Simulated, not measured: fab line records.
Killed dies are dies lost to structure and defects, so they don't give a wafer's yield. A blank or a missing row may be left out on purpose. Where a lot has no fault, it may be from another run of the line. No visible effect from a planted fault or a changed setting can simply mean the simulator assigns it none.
fab line records | flow rit-cmos
[record] lots = 14 wafers = 42 last-day = 7
route steps=202 shown GATE@84 M1@202
lots with no fault: from the same line, run without faults
start-h: hours from the record's first day to the start of the lot's first wafer shown | wait-h: time in hours since the lot's previous step | " identical to the entry in the row above | L1.1+2: one row covering several wafers at once | - no value present, or no start provided | * or withheld: withheld | < > ~ a bound
route shown NAME@n: names a module that has steps shown in the file, with the first one's number in the route | usual: mean and standard deviation over wafers with no fault | same: alike in all rows | chamber/n: place in a boat | sites: readings site by site | _std_site: standard deviation across them | _edge_site: outer sites' mean less inner sites' | radius-mm: how far each site lies from the wafer's centre | mask NAME#n: copy n | behind: the last tool/chamber to shape the wafer | hold: why the lot went on hold/how many hours it stayed there/how the hold came to an end | device: transistor that didn't switch, given as n, p or np | end of line: the tests these same wafers got at the end of their route | step lacking rows: just its recipe | killed: count of dies lost to structure and defects at first sort (not the wafer's yield) | map: a wafer's dies, marking killed ones x, the rest . and places with no die _
set.NAME: the setting as run; set.NAME@STEP: as run at that earlier step | model.NAME: the simulator's own value behind a step, which no gauge read
a sample of lots followed through the steps of the route, with each step as a table and each wafer as a row
services: the hour from which a tool's chamber was out of use, counted from the record's first day as start-h (under 0 if before that day), plus the number of hours and why
[[steps]]
[step RIT_GATE_CVD_08]
[recipe] material = poly-Si target-thk-nm = 250 temp-c = 610 precursor = SiH4 time-s = 2220 pressure-mtorr = 300 sih4-flow-sccm = 100
// columns lot.wafer tool chamber start-h wait-h
L747.1+2+6 lpcvd-01 1 35.57 1.2
L748.1+2+4 lpcvd-02 1 39.64 1.8
L749.3+4+5 lpcvd-01 0 43.75 0.0
L750.1+3+4 lpcvd-02 1 49.09 0.1
L751.1+4+5 lpcvd-02 1 56.91 0.1
L752.2+4+5 lpcvd-02 0 60.26 0.0
L753.3+4+5 lpcvd-01 1 66.31 0.0
L754.1+3+5 lpcvd-01 0 69.42 0.3
L755.1+3+6 lpcvd-02 1 79.46 0.1
L758.4+5+6 lpcvd-02 1 94.56 0.0
L762.1+4+5 lpcvd-02 1 111.66 0.1
L765.1+3+5 lpcvd-01 1 124.88 0.1
L768.1+2+5 lpcvd-01 0 139.05 0.1
L769.2+3+5 lpcvd-01 0 144.98 0.0
[step RIT_GATE_THK_MEAS_09]
[recipe] reads = poly-Si_of_GATE_CVD_08
[usual] GATE_POLY_THK = 249.0/2.3
// columns lot.wafer tool chamber start-h wait-h hold GATE_POLY_THK[nm]
L747.1 film-metro-02 - 38.00 0.0 - 245.6
L747.2 " - " " - 243.8
L747.6 " - " " - 247.4
L748.1 film-metro-04 - 41.26 0.0 - 247.8
L748.2 " - " " - 248.4
L748.4 " - " " - 249.4
L749.3 film-metro-02 - 45.39 0.0 - 247.9
L749.4 " - " " - 247.8
L749.5 " - " " - 249.2
L750.1 film-metro-03 - 50.71 0.0 - 249.9
L750.3 " - " " - 247.8
L750.4 " - " " - 247.6
L751.1 film-metro-03 - 58.53 0.0 - 252.5
L751.4 " - " " - 249.9
L751.5 " - " " - 251.6
L752.2 film-metro-04 - 61.89 0.0 - 252.9
L752.4 " - " " - 251.6
L752.5 " - " " - 250.5
L753.3 film-metro-04 - 67.95 0.0 - 246.6
L753.4 " - " " - 246.0
L753.5 " - " " - 246.0
L754.1 film-metro-04 - 71.04 0.0 - 245.6
L754.3 " - " " - 245.3
L754.5 " - " " - 247.1
L755.1 film-metro-03 - 81.07 0.0 - 248.7
L755.3 " - " " - 250.6
L755.6 " - " " - 248.6
L758.4 film-metro-02 - 97.01 0.0 await-dispo/0.2h/release 376.3
L758.5 " - " " await-dispo/0.2h/release 377.1
L758.6 " - " " await-dispo/0.2h/release 375.8
L758.4 film-metro-02 - 97.24 0.2 - 376.2
L758.5 " - " " - 377.3
L758.6 " - " " - 375.8
L762.1 film-metro-02 - 114.09 0.0 await-dispo/0.2h/release 374.1
L762.4 " - " " await-dispo/0.2h/release 372.3
L762.5 " - " " await-dispo/0.2h/release 374.5
L762.1 film-metro-02 - 114.31 0.2 - 373.9
L762.4 " - " " - 372.6
L762.5 " - " " - 374.8
L765.1 film-metro-03 - 127.30 0.0 - 245.7
L765.3 " - " " - 245.9
L765.5 " - " " - 245.2
L768.1 film-metro-04 - 140.66 0.0 - 250.2
L768.2 " - " " - 247.2
L768.5 " - " " - 249.7
L769.2 film-metro-02 - 146.61 0.0 - 250.5
L769.3 " - " " - 250.8
L769.5 " - " " - 252.1
[step RIT_M1_PROBE_99]
[usual] defect-limited-yield = 97.4/1.1 killed-at-front-end = 7/3 killed-dies = 7.0/3 killed-open = 3.5/2.1 killed-short = 3.4/1.9 sort_bin_3_pad_short = 0.1/0.19 sort_bin_5_function = 1.4/0.77 sort_bin_6_memory = 1.1/0.72 sort-n-pass = 257.0/3 sort-yield-pct = 97.4/1.1
[same] gross-dies = 264 killed_at_M0_to_M3 = 0 killed_at_M4_up = 0 killed-at-back-side = 0 killed-at-contacts = 0 killed-at-other = 0
// columns lot.wafer tool chamber start-h wait-h defect-limited-yield[%] killed-at-front-end killed-dies killed-open killed-short sort_bin_3_pad_short[%] sort_bin_5_function[%] sort_bin_6_memory[%] sort-n-pass sort-yield-pct[%]
L747.1 prober-02 - 62.54 0.1 96.6 9 9 2 7 0 2.3 1.1 255.0 96.6
L747.2 prober-02 - 62.59 0.1 96.2 10 10 5 5 0 3.0 0.8 254.0 96.2
L747.6 prober-02 - 62.79 0.2 96.6 9 9 5 4 0.4 1.5 1.5 255.0 96.6
L748.1 prober-01 - 62.54 0.1 99.2 2 2 0 2 0 0.4 0.4 262.0 99.2
L748.2 prober-01 - 62.59 0.1 97.0 8 8 8 0 0 2.3 0.8 256.0 97.0
L748.4 prober-01 - 62.69 0.2 95.8 11 11 3 8 0.4 1.9 1.9 253.0 95.8
L749.3 prober-01 - 66.23 0.2 98.9 3 3 1 2 0 1.1 0 261.0 98.9
L749.4 prober-01 - 66.28 0.2 97.3 7 7 6 1 0 1.5 1.1 257.0 97.3
L749.5 prober-01 - 66.33 0.2 98.5 4 4 0 4 0.4 0.4 0.8 260.0 98.5
L750.1 prober-02 - 73.73 0.1 97.3 7 7 5 2 0 1.9 0.8 257.0 97.3
L750.3 prober-02 - 73.83 0.2 96.6 9 9 6 3 0.4 1.9 1.1 255.0 96.6
L750.4 prober-02 - 73.88 0.2 98.9 3 3 1 2 0 0.8 0.4 261.0 98.9
L751.1 prober-01 - 81.23 0.1 98.9 3 3 2 1 0 0.8 0.4 261.0 98.9
L751.4 prober-01 - 81.38 0.2 98.1 5 5 3 2 0 1.5 0.4 259.0 98.1
L751.5 prober-01 - 81.43 0.2 98.5 4 4 1 3 0 0.8 0.8 260.0 98.5
L752.2 prober-02 - 84.07 0.1 95.8 11 11 5 5 0 2.3 1.9 253.0 95.8
L752.4 prober-02 - 84.17 0.2 96.2 10 10 1 8 0 1.5 2.3 254.0 96.2
L752.5 prober-02 - 84.22 0.2 96.2 10 10 5 5 0.4 1.9 1.5 254.0 96.2
L753.3 prober-01 - 89.17 0.2 97.3 7 7 2 5 0.4 2.3 0 257.0 97.3
L753.4 prober-01 - 89.22 0.2 98.5 4 4 1 3 0.4 0.4 0.8 260.0 98.5
L753.5 prober-01 - 89.27 0.2 99.2 2 2 2 0 0 0.4 0.4 262.0 99.2
L754.1 prober-02 - 95.29 0.1 95.5 12 12 5 7 0 3.0 1.5 252.0 95.5
L754.3 prober-02 - 95.39 0.2 96.6 9 9 4 5 0 1.5 1.9 255.0 96.6
L754.5 prober-02 - 95.49 0.2 99.2 2 2 1 1 0.4 0 0.4 262.0 99.2
L755.1 prober-01 - 103.67 0.1 96.2 10 10 7 3 0.4 2.7 0.8 254.0 96.2
L755.3 prober-01 - 103.77 0.2 97.3 7 7 2 5 0 1.5 1.1 257.0 97.3
L755.6 prober-01 - 103.92 0.2 98.9 3 3 1 2 0 1.1 0 261.0 98.9
L765.1 prober-01 - 148.32 0.1 95.5 12 12 7 5 0.4 1.9 2.3 252.0 95.5
L765.3 prober-01 - 148.42 0.2 98.9 3 3 2 1 0 1.1 0 261.0 98.9
L765.5 prober-01 - 148.52 0.2 98.1 5 5 2 3 0 1.5 0.4 259.0 98.1
L768.1 prober-02 - 163.67 0.1 96.2 10 10 4 6 0.4 2.3 1.1 254.0 96.2
L768.2 prober-02 - 163.72 0.1 98.1 5 5 2 3 0 1.5 0.4 259.0 98.1
L768.5 prober-02 - 163.87 0.2 97.3 7 7 3 4 0 1.5 1.1 257.0 97.3
L769.2 prober-01 - 168.47 0.1 97.3 7 7 4 3 0 1.9 0.8 257.0 97.3
L769.3 prober-01 - 168.52 0.2 97.7 6 6 3 3 0 1.5 0.8 258.0 97.7
L769.5 prober-01 - 168.62 0.2 97.3 7 7 4 3 0 0.8 1.9 257.0 97.3
// killed by level:class
L747.1 GATE:geometric-particle:short=3 FOX1:geometric-particle:short=2 FOX1:geometric-particle:open=1 GATE:geometric-particle:open=1 REOX:geometric-particle:short=1 SILICIDE:geometric-particle:short=1
L748.1 GATE:geometric-particle:short=1 SILICIDE:geometric-particle:short=1
L747.2 GATE:geometric-particle:open=4 SPACER:geometric-particle:short=2 FOX1:geometric-particle:short=1 GATE:geometric-particle:short=1 REOX:geometric-particle:short=1 SILICIDE:geometric-particle:open=1
L748.2 GATE:geometric-particle:open=4 REOX:geometric-particle:open=2 FOX1:geometric-particle:open=1 SILICIDE:geometric-particle:open=1
L748.4 SILICIDE:geometric-particle:short=3 GATE:geometric-particle:open=2 GATE:geometric-particle:short=2 SPACER:geometric-particle:short=2 FOX2:geometric-particle:short=1 FOX2:geometric-particle:open=1
L747.6 FOX1:geometric-particle:short=2 REOX:geometric-particle:open=2 FOX1:geometric-particle:open=1 FOX2:geometric-particle:open=1 GATE:geometric-particle:short=1 REOX:geometric-particle:short=1 SPACER:geometric-particle:open=1
L749.3 GATE:geometric-particle:short=1 SPACER:geometric-particle:open=1 SILICIDE:geometric-particle:short=1
L749.4 SILICIDE:geometric-particle:open=3 GATE:geometric-particle:open=1 REOX:geometric-particle:open=1 REOX:geometric-particle:short=1 SPACER:geometric-particle:open=1
L749.5 GATE:geometric-particle:short=3 SILICIDE:geometric-particle:short=1
L750.1 GATE:geometric-particle:open=3 FOX2:geometric-particle:short=1 FOX2:geometric-particle:open=1 SPACER:geometric-particle:short=1 SPACER:geometric-particle:open=1
L750.3 SILICIDE:geometric-particle:open=3 FOX1:geometric-particle:open=2 GATE:geometric-particle:short=2 FOX2:geometric-particle:short=1 GATE:geometric-particle:open=1
L750.4 GATE:geometric-particle:open=1 GATE:geometric-particle:short=1 SILICIDE:geometric-particle:short=1
L751.1 FOX1:geometric-particle:open=1 GATE:geometric-particle:open=1 SPACER:geometric-particle:short=1
L751.4 FOX1:geometric-particle:open=2 FOX1:geometric-particle:short=1 REOX:geometric-particle:short=1 SPACER:geometric-particle:open=1
L751.5 SILICIDE:geometric-particle:short=2 REOX:geometric-particle:short=1 REOX:geometric-particle:open=1
L752.2 GATE:geometric-particle:open=2 SPACER:geometric-particle:short=2 SPACER:geometric-particle:open=2 FOX2:geometric-particle:short=1 GATE:geometric-particle:short=1 SILICIDE:geometric-particle:short=1 SILICIDE:geometric-particle:open=1 PRETRO:coat-microbubble-printed=1
L752.4 SPACER:geometric-particle:short=3 SILICIDE:geometric-particle:short=2 FOX1:geometric-particle:short=1 GATE:geometric-particle:short=1 REOX:geometric-particle:short=1 SPACER:geometric-particle:open=1 PRETRO:coat-microbubble-printed=1
L752.5 REOX:geometric-particle:short=2 SPACER:geometric-particle:open=2 SILICIDE:geometric-particle:open=2 FOX2:geometric-particle:open=1 GATE:geometric-particle:short=1 SPACER:geometric-particle:short=1 SILICIDE:geometric-particle:short=1
L753.3 GATE:geometric-particle:short=3 SILICIDE:geometric-particle:short=2 GATE:geometric-particle:open=1 REOX:geometric-particle:open=1
L753.4 REOX:geometric-particle:short=3 GATE:geometric-particle:open=1
L753.5 SPACER:geometric-particle:open=2
L754.1 GATE:geometric-particle:open=3 SPACER:geometric-particle:short=3 FOX1:geometric-particle:short=1 FOX2:geometric-particle:short=1 GATE:geometric-particle:short=1 SPACER:geometric-particle:open=1 SILICIDE:geometric-particle:short=1 SILICIDE:geometric-particle:open=1
L754.3 FOX1:geometric-particle:short=2 REOX:geometric-particle:open=2 FOX1:geometric-particle:open=1 FOX2:geometric-particle:open=1 GATE:geometric-particle:short=1 REOX:geometric-particle:short=1 SPACER:geometric-particle:short=1
L754.5 FOX2:geometric-particle:short=1 SPACER:geometric-particle:open=1
L755.1 GATE:geometric-particle:open=3 SILICIDE:geometric-particle:open=3 FOX1:geometric-particle:short=1 FOX2:geometric-particle:open=1 GATE:geometric-particle:short=1 REOX:geometric-particle:short=1
L755.3 REOX:geometric-particle:short=3 FOX2:geometric-particle:short=1 GATE:geometric-particle:short=1 REOX:geometric-particle:open=1 SPACER:geometric-particle:open=1
L755.6 GATE:geometric-particle:open=1 GATE:geometric-particle:short=1 SPACER:geometric-particle:short=1
L765.1 SPACER:geometric-particle:short=3 GATE:geometric-particle:short=2 GATE:geometric-particle:open=2 REOX:geometric-particle:open=2 SPACER:geometric-particle:open=2 FOX1:geometric-particle:open=1
L765.3 FOX2:geometric-particle:open=1 REOX:geometric-particle:short=1 SPACER:geometric-particle:open=1
L765.5 FOX2:geometric-particle:short=1 GATE:geometric-particle:short=1 GATE:geometric-particle:open=1 REOX:geometric-particle:short=1 SILICIDE:geometric-particle:open=1
L768.1 GATE:geometric-particle:short=2 FOX1:geometric-particle:open=1 FOX1:geometric-particle:short=1 FOX2:geometric-particle:short=1 FOX2:geometric-particle:open=1 GATE:geometric-particle:open=1 REOX:geometric-particle:short=1 REOX:geometric-particle:open=1
L768.2 GATE:geometric-particle:open=2 GATE:geometric-particle:short=2 SILICIDE:geometric-particle:short=1
L768.5 GATE:geometric-particle:open=3 REOX:geometric-particle:short=2 GATE:geometric-particle:short=1 SPACER:geometric-particle:short=1
L769.2 GATE:geometric-particle:open=3 GATE:geometric-particle:short=1 REOX:geometric-particle:short=1 SPACER:geometric-particle:open=1 SPACER:geometric-particle:short=1
L769.3 FOX1:geometric-particle:short=1 GATE:geometric-particle:open=1 REOX:geometric-particle:short=1 SPACER:geometric-particle:open=1 SILICIDE:geometric-particle:short=1 SILICIDE:geometric-particle:open=1
L769.5 FOX2:geometric-particle:open=2 GATE:geometric-particle:short=2 GATE:geometric-particle:open=2 FOX2:geometric-particle:short=1
[[services]]
// columns tool chamber start-h hours kind
lpcvd-02 - 20.37 14.6 pm
lpcvd-02 - 34.97 2.8 pm
[[key]]
[first-sign] step = RIT_GATE_THK_MEAS_09 reading = visit direction = added
[effect] step = RIT_GATE_THK_MEAS_09 reading = GATE_POLY_THK direction = up sigmas = 54 usual = 249.0 struck = 375.0
met-at RIT_GATE_CVD_08
struck-lots L758,L762
scrapped-behind RIT_GATE_THK_MEAS_09 L758.4,L758.5,L758.6,L762.1,L762.4,L762.5
onset-between 79.46 94.56
[fault] kind = process-parameter-drift tool = lpcvd-02 chamber = - onset-h = 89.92 steps = RIT_GATE_CVD_08 channel = time-s offset = * shape = step end-h = 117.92 acts-in = * stated = *
